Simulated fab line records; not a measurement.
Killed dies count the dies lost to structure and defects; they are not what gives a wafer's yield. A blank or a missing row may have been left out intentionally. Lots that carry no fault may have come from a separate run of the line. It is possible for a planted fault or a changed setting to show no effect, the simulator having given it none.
Which tool was responsible? / flow rit cmos / 21 wafers sampled from 7 lots at 1 step of a route of 202

## WHAT THE GAUGES READ, wafer by wafer
RIT_ACTIVE_BOW_MEAS_00.
lot=L953; measured=day 1 15:01; on=film metro-01; INCOMING_BOW (um)=18 -12 -1
lot=L955; measured=day 2 01:00; on=film metro-03; INCOMING_BOW (um)=-5 -1 3
lot=L957; measured=day 2 11:00; on=film metro-03; INCOMING_BOW (um)=11 3 3
lot=L960; measured=day 3 02:04; on=film metro-01; INCOMING_BOW (um)=0 -13 -10
lot=L962; measured=day 3 12:04; on=film metro-02; INCOMING_BOW (um)=5 -2 6
lot=L964; measured=day 3 22:02; on=film metro-01; INCOMING_BOW (um)=-5 4 -8
lot=L971; measured=day 5 09:02; on=film metro-01; INCOMING_BOW (um)=5 3 -1

## EACH LOT AND THE TOOL THAT RAN IT (in order: tool; ch and the chambers of the sampled wafers; start)
There is no process step in the record ahead of these readings.

## THE ANSWER, worked out from the rows above alone
Rule: the usual values come from the lots themselves. Put in order of their means at a reading, lots are off if they are a third of the lots or fewer, leave a main group of 4 or more, and stand apart from it by a gap of 3 or more times the standard deviation of the main group's means; of several such gaps the widest counts. The tables above print the reading to a certain number of digits; a main group whose means all agree to those digits is not used. Also off: a lot with no number at a reading for which 4 or more lots have one. Where the step has rows for the other lots, those lots are counted as sound.
Nothing can be told from this: no lot is off at any reading shown.

## WHAT HAD BEEN PUT IN BY THE SIMULATOR
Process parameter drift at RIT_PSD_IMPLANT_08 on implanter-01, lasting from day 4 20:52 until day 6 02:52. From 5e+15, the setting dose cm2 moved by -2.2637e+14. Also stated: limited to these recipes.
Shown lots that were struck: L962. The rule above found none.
